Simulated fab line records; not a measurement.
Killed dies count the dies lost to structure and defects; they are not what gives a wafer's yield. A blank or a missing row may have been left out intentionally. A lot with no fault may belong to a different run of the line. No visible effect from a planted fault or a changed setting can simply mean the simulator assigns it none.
Shared-tool check | flow rit_cmos | Sampled: 14 lots, 42 wafers

== REASON FOR OPENING ==
Of 14 lots, 2 have the reading GATE_POLY_THK flagged at RIT_GATE_THK_MEAS_09. Wafers without a fault read 247.9 nm, standard deviation 2.1.
Rule: a lot is flagged when every wafer of it that has a number lies more than 4 standard deviations from that mean, or none has a number. The other lots count as sound.

lot  | measured    | on            | GATE_POLY_THK (nm), wafer by wafer | flag
L987 | day 2 11:59 | film_metro-01 | 249.2 246.0 248.4                  |
L988 | day 2 17:19 | film_metro-01 | 249.3 250.2 248.7                  |
L989 | day 2 20:39 | film_metro-01 | 249.5 250.0 248.7                  |
L991 | day 3 07:47 | film_metro-01 | 249.0 247.1 247.8                  |
L995 | day 4 03:50 | film_metro-03 | 250.5 249.8 251.8                  |
L997 | day 4 15:40 | film_metro-01 | 248.1 246.4 247.6                  |
L998 | day 4 21:59 | film_metro-01 | 251.1 248.9 247.5                  |
L999 | day 5 04:33 | film_metro-03 | 248.5 250.3 248.6                  |
L100 | day 5 10:43 | film_metro-04 | 220.3 220.7 219.0                  | FLAGGED
L103 | day 5 19:41 | film_metro-04 | 221.4 220.5 221.8                  | FLAGGED
L107 | day 6 15:17 | film_metro-01 | 250.3 249.3 252.6                  |
L108 | day 6 21:19 | film_metro-01 | 249.1 250.2 247.6                  |
L109 | day 7 01:49 | film_metro-01 | 246.2 245.8 244.0                  |
L110 | day 7 06:40 | film_metro-04 | 249.6 249.9 250.7                  |
Average over the flagged lots: 220.6 nm; offset from the usual -27.3 nm, equal to -13 standard deviations.

== WHICH TOOL RAN EACH LOT ==
The record holds 1 process step before the reading, out of a route of 202 steps. Every cell lists first the tool, next ch and the chambers used by the sampled wafers, and last the start.
lot  | flag    | RIT_GATE_CVD_08
L987 |         | lpcvd-01 ch 1, day 2 10:22
L988 |         | lpcvd-01 ch 0, day 2 15:43
L989 |         | lpcvd-01 ch 0, day 2 19:01
L991 |         | lpcvd-01 ch 0, day 3 06:10
L995 |         | lpcvd-02 ch 1, day 4 02:11
L997 |         | lpcvd-02 ch 1, day 4 14:03
L998 |         | lpcvd-01 ch 0, day 4 20:22
L999 |         | lpcvd-01 ch 1, day 5 02:56
L100 | FLAGGED | lpcvd-02 ch 0, day 5 08:18
L103 | FLAGGED | lpcvd-02 ch 0, day 5 18:04
L107 |         | lpcvd-01 ch 0, day 6 13:41
L108 |         | lpcvd-01 ch 0, day 6 19:41
L109 |         | lpcvd-01 ch 1, day 7 00:12
L110 |         | lpcvd-01 ch 0, day 7 05:04
What is done by these steps:
- RIT_GATE_CVD_08: deposits poly-Si from SiH4, target thk 250 nm, time 2220 s.
- RIT_GATE_THK_MEAS_09

== FLAGGED OVER TOTAL, TOOL BY TOOL (the gauges that took the reading come last) ==
step                 | tool          | lots run | flagged | share of the flagged lots | sound lots run after its first flagged lot
RIT_GATE_CVD_08      | lpcvd-01      | 10       | 0       | none                      | -
RIT_GATE_CVD_08      | lpcvd-02      | 4        | 2       | all                       | 0
RIT_GATE_THK_MEAS_09 | film_metro-01 | 9        | 0       | none                      | -
RIT_GATE_THK_MEAS_09 | film_metro-03 | 2        | 0       | none                      | -
RIT_GATE_THK_MEAS_09 | film_metro-04 | 3        | 2       | all                       | 1 (L110)

== WHAT THE TABLE PERMITS ==
lpcvd-02 at RIT_GATE_CVD_08 and film_metro-04 at RIT_GATE_THK_MEAS_09 are the 2 rows of the table that ran each flagged lot.
- lpcvd-02 at RIT_GATE_CVD_08 ran 4 lots, 2 of them flagged. Last sound lot L997 at day 4 14:03, first flagged lot L100 at day 5 08:18; a fault beginning in between fits. Its own readings (pressure_mtorr) fall more than 4 standard deviations out on all wafers of the flagged lots.
- film_metro-04 at RIT_GATE_THK_MEAS_09 ran 3 lots, 2 of them flagged. Lots that were sound ran on it after the first flagged one (L110); a persistent fault on the entire tool would not allow that.
Just one tool remains: lpcvd-02 at RIT_GATE_CVD_08.

== WHAT WAS PUT IN BY THE SIMULATOR ==
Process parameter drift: lpcvd-02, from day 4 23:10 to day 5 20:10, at RIT_GATE_CVD_08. Setting pressure_mtorr shifted by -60 from 300. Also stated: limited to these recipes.
Shown lots that were struck: L100, L103. The rule given above showed the same thing.
